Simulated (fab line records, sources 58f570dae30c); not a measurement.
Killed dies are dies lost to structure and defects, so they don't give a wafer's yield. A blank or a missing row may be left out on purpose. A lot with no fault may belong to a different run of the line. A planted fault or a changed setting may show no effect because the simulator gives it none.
A lot that was struck, set against a sound lot    flow berkeley_cmos170    18 steps out of a route of 331
Sound: these wafers, L538.1, L538.4, L538.6. The struck wafers were L552.1, L552.2, L552.6. The cause is given at the end.
Per side, at each step with rows, come the tool, then ch with its chambers, and then its first start. Under that, the readings that differ: sound wafers    struck wafers    difference of the means    sigmas: that difference in standard deviations of wafers without a fault.
alike: a reading whose means differ by less than 2 such deviations, as well as words and numbers matching on both sides. not compared: withheld readings; readings where some wafer has no value; bounds like >300 that might hide an equal value; numbers whose values overlap and for which the record gives no deviation.
A row with sigmas, a row that says differs or no value, or rows on one side alone: a step with any of these is where the two part. When numbers do not overlap yet have no deviation, they are printed without sigmas and do not part them. A reading missing from all wafers of one side parts the sides only when that side holds two or more wafers.

first, 2 steps without rows for these wafers: UCB170_GATE_PEB_10; UCB170_GATE_DEVELOP_11 (develop time 45 s).
UCB170_GATE_CD_MEAS_12: target cd 350 nm.
  struck on cd_sem-01, day 11 00:25; sound on cd_sem-02, day 8 05:29
  alike: cd_nm
UCB170_GATE_OVL_MEAS_13:
  struck on overlay-01, day 11 00:32; sound on overlay-01, day 8 05:37
  alike: GATE_OVL
UCB170_GATE_ETCH_14: etches BARC in N2/H2.
  sound on rie_diel-04 ch 0,1,3, day 8 05:38; struck on rie_diel-01 ch 1,2,3, day 11 00:34
  alike: drypump_motor_current_A, h2_flow_sccm, oes_product_au, throttle_valve_pct
UCB170_GATE_ETCH_15: etches poly-Si in HBr/Cl2, stops on SiO2, time 57.48 s, target depth 278.2 nm.
  sound on rie_si-02 ch 0,1,3, day 8 05:41; struck on rie_si-02 ch 0,2, day 11 00:37
  alike: drypump_motor_current_A, mfc_cl2_sccm, oes_product_au, throttle_valve_pct
  not compared: rf_hours_counter_h
UCB170_GATE_STRIP_16: strips in O2.
  sound on plasma_asher-02 ch 0, day 8 05:44; struck on plasma_asher-03 ch 0,1, day 11 00:40
  alike: drypump_motor_current_A, oes_product_au
  not compared: rf_hours_counter_h
UCB170_GATE_CD_MEAS_90: target cd 350 nm.
  struck on cd_sem-01, day 11 00:46; sound on cd_sem-02, day 8 05:58
  alike: cd_nm
then, 4 steps without rows for these wafers: UCB170_GATE_CLEAN_17 (cleans in SPM, time 600 s); UCB170_PLDD_HMDS_00 (prime time 60 s); UCB170_PLDD_COAT_01 (resist thk 900 nm); UCB170_PLDD_SOFTBAKE_02 (time 60 s).
UCB170_PLDD_EXPOSE_03: exposes mask PSELECT, target cd 1200 nm.
  sound on krf_scanner-02 ch 0, day 8 06:58; struck on krf_scanner-01 ch 0, day 11 01:30
reading                       sound                    struck             difference  sigmas
model.PLDD.overlay_x_nm (nm)  0.07219 0.07219 0.07219  310.4 310.4 310.4  +310.3      
  alike: mask, stage_vel_mm_s
then, 2 steps without rows for these wafers: UCB170_PLDD_PEB_04; UCB170_PLDD_DEVELOP_05 (develop time 45 s).
UCB170_PLDD_CD_MEAS_06: target cd 1200 nm.
  struck on cd_sem-01, day 11 02:14; sound on cd_sem-01, day 8 07:25
  alike: cd_nm
UCB170_PLDD_OVL_MEAS_07:
  struck on overlay-01, day 11 02:33; sound on overlay-02, day 8 07:32
reading        sound     struck       difference  sigmas
PLDD_OVL (nm)  -10 -2 1  306 316 307  +313        +59
  not compared: hold
UCB170_M3_PROBE_99:
  sound wafers here have rows in the record (prober-02, day 10 00:57); struck ones have none

== WHERE THEY PART ==
First at UCB170_PLDD_OVL_MEAS_07; last, within this record, at UCB170_M3_PROBE_99.

WHY: whatever the simulator had introduced
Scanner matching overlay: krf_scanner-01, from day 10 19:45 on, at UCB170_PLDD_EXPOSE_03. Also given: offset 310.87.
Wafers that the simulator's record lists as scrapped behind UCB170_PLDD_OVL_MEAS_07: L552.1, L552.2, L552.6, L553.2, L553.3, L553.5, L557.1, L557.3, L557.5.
